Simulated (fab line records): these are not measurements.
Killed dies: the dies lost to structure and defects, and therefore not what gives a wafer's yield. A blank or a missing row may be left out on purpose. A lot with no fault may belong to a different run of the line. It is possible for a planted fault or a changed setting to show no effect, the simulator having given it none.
Problem report, 8D (eight disciplines) form, completed by code    flow berkeleyCmos170    the parts of the form that need people (team, actions taken, sign-off) are left out

## 1. PROBLEM STATEMENT
Wafers free of any fault read 26.14 ohm/sq (standard deviation 0.28) for SILICIDE_TI_RS at UCB170_SILICIDE_RS_MEAS_02, against a mean of 21.24 ohm/sq on 6 wafers of 2 lots. Measured from the usual mean, that is -17 standard deviations.
The step: measures by four-point-probe.
First seen on wafer L663.1, day 9 20:22, on filmMetro-01. Wafers with a number at this step in the record: 42, from 14 lots. By rule, "out" or "out of limits" means more than 4 standard deviations away from the usual mean. The rest of the wafers with a number are treated as sound.

## 2. WHAT IT IS; WHAT IT IS NOT
question                     is                          is not
which readings at this step  SILICIDE_TI_RS              -
which lots                   L663, L665                  L649, L650, L651, L652, L653, L654, L655, L657, L658, L662, L668, L670
which wafers of those lots   all that have a number      -
read on which gauges         filmMetro-01, filmMetro-02  filmMetro-03
when                         from day 9 20:22            up to then (30 sound wafers); but 6 sound wafers of L668, L670 came after

## 3. SUSPECTS, AND WHAT RULES EACH OUT
Counting: a tool at any process step up to the reading remains a suspect when it ran all the lots that are out and ran no sound lot after the first of those.
- the gauge at UCB170_SILICIDE_RS_MEAS_02: ruled out. The wafers that are out were read on 2 gauges (filmMetro-01, filmMetro-02).
- plasmaAsher-01 at UCB170_BACKSIDE_STRIP_03 (strips in O2): ruled out as a lasting fault. Following L663 (day 9 19:19), the first lot on it that is out, the sound lots L668 were run on it.
- rtpAnneal-01 at UCB170_SDANNEAL_RTA_01 (time 5 s): kept. All lots that are out passed through it, beginning with L663 at day 9 19:43, and no sound lot followed; its final sound lot before that point was L658 at day 8 17:41.
- pvdSputter-04 at UCB170_SILICIDE_SPUTTER_01 (material Ti, target thk 30 nm, time 25 s): kept. All lots that are out passed through it, beginning with L663 at day 9 20:20, and no sound lot followed; its final sound lot before that point was L657 at day 8 18:29.
What counting leaves: rtpAnneal-01 at UCB170_SDANNEAL_RTA_01 and pvdSputter-04 at UCB170_SILICIDE_SPUTTER_01.

## 4. THE CAUSE (what the simulator had put in)
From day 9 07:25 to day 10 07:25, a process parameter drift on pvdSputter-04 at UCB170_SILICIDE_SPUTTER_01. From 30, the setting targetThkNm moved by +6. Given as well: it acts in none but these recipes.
After counting, 2 suspects remain, this tool included.

## 5. SEQUENCE OF EFFECTS, ordered by route
One row per reading whose mean, taken over the struck wafers that have a number, lies over 3 standard deviations from the usual. Only readings whose record carries a usual standard deviation are examined. hours: median over the lots of the time between each lot's start at the first step of this table that gives one and its start at this step. sigmas: the change, counted in usual standard deviations.
hours  step                         reading          usual         on struck wafers  change  sigmas
0      UCB170_SILICIDE_RS_MEAS_02   SILICIDE_TI_RS   26.14 ohm/sq  21.24             -4.90   -17
0      UCB170_SILICIDE_THK_MEAS_03  SILICIDE_TI_THK  30.5 nm       36.1              +5.6    +14

## 6. WHAT WOULD HAVE CAUGHT IT SOONER
13 hours passed between the start of the fault at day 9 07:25 and the first reading out of limits at a measuring or inspecting step in this record, taken at day 9 20:22.
Tool readings at UCB170_SILICIDE_SPUTTER_01 with a usual standard deviation given in the record: none out on any struck wafer, hence no alarm at a limit of 4 standard deviations on them.
Of the lots that are out (2), L665 began UCB170_SILICIDE_SPUTTER_01 on pvdSputter-04 after day 9 20:22. A hold on the tool at that time would have spared it.
